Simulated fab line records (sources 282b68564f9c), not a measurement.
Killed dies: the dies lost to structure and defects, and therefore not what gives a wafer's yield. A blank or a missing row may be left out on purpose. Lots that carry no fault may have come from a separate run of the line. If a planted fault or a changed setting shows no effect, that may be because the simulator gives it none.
Commonality check across tools	flow rit cmos	Lots sampled 15, wafers sampled 45

## WHAT PROMPTED THE OPENING
RIT_M1_OVL_MEAS_10, reading M1_OVL: flagged on 3 of 15 lots. Wafers without a fault read -0.9 nm, standard deviation 1.5.
Rule: a lot is flagged in two cases, either no wafer of it has a number, or all its wafers with numbers fall more than 4 standard deviations from that mean. The other lots count as sound.

lot	measured	on	M1_OVL (nm), wafer by wafer	flag
L980	day 3 08:51	overlay-01	-0.2 0.3 -1.9	
L981	day 3 15:45	overlay-02	-2.2 -1.3 -3.4	
L982	day 3 21:25	overlay-02	-0.3 1.2 0.8	
L983	day 3 23:25	overlay-02	-1.2 -2.8 -0.8	
L984	day 4 07:44	overlay-02	-1.6 -0.3 -0.4	
L985	day 4 10:07	overlay-02	2.1 1.1 1.2	
L986	day 4 18:59	overlay-01	-0.6 0.4 0.8	
L987	day 4 21:38	overlay-01	0.2 0.7 -1.0	
L988	day 5 04:29	overlay-01	2.3 1.1 2.2	
L992	day 6 01:10	overlay-02	355.5 354.9 356.1	FLAGGED
L993	day 6 03:13	overlay-02	357.9 359.0 359.9	FLAGGED
L995	day 6 12:06	overlay-02	359.5 357.6 359.0	FLAGGED
L996	day 6 17:28	overlay-02	-1.3 -1.8 -0.2	
L999	day 7 10:34	overlay-02	-1.7 -1.6 -1.0	
L103	day 8 03:15	overlay-01	-1.7 -0.5 0.1	
Averaged over the flagged lots the numbers come to 357.7 nm, +358.6 nm from the usual (+99 or more standard deviations).

## LOT BY LOT: THE TOOL USED
The record holds 1 process step before the reading, out of a route of 202 steps. In each cell: the tool, then ch and the chambers that the sampled wafers went through, then the start.
lot	flag	RIT_M1_EXPOSE_06
L980		iline stepper-01 ch 0, day 3 08:19
L981		iline stepper-02 ch 0, day 3 15:13
L982		iline stepper-02 ch 0, day 3 20:52
L983		iline stepper-02 ch 0, day 3 22:52
L984		iline stepper-02 ch 0, day 4 07:13
L985		iline stepper-01 ch 0, day 4 09:34
L986		iline stepper-02 ch 0, day 4 18:27
L987		iline stepper-02 ch 0, day 4 21:07
L988		iline stepper-01 ch 0, day 5 03:49
L992	FLAGGED	iline stepper-01 ch 0, day 6 00:38
L993	FLAGGED	iline stepper-01 ch 0, day 6 02:40
L995	FLAGGED	iline stepper-01 ch 0, day 6 11:35
L996		iline stepper-02 ch 0, day 6 16:55
L999		iline stepper-02 ch 0, day 7 10:01
L103		iline stepper-02 ch 0, day 8 02:44
What these steps do:
- RIT_M1_EXPOSE_06: exposes mask M12, target cd 2600 nm.
- RIT_M1_OVL_MEAS_10

## FLAGGED AGAINST TOTAL, ONE TOOL AT A TIME (gauges that did the reading follow at the end)
step	tool	lots run	flagged	share of the flagged lots	sound lots run after its first flagged lot
RIT_M1_EXPOSE_06	iline stepper-01	6	3	all	0
RIT_M1_EXPOSE_06	iline stepper-02	9	0	none	-
RIT_M1_OVL_MEAS_10	overlay-01	5	0	none	-
RIT_M1_OVL_MEAS_10	overlay-02	10	3	all	2 (L996,L999)

## WHAT THE TABLE PERMITS
iline stepper-01 at RIT_M1_EXPOSE_06 and overlay-02 at RIT_M1_OVL_MEAS_10 are the 2 rows of the table that ran each flagged lot.
- iline stepper-01 at RIT_M1_EXPOSE_06 ran 6 lots, 3 of them flagged. A fault beginning between L988 (day 5 03:49), its last sound lot, and L992 (day 6 00:38), its first flagged one, fits the data.
- overlay-02 at RIT_M1_OVL_MEAS_10 ran 10 lots, 3 of them flagged. Lots that were sound ran on it after the first flagged one (L996, L999); a persistent fault on the entire tool would not allow that.
iline stepper-01 at RIT_M1_EXPOSE_06 is the single tool remaining.

## WHAT THE SIMULATOR HAD INSERTED
Scanner matching overlay: iline stepper-01, from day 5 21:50 on, at RIT_M1_EXPOSE_06. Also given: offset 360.
Struck lots among those shown: L992, L993, L995. Same finding as the rule above.
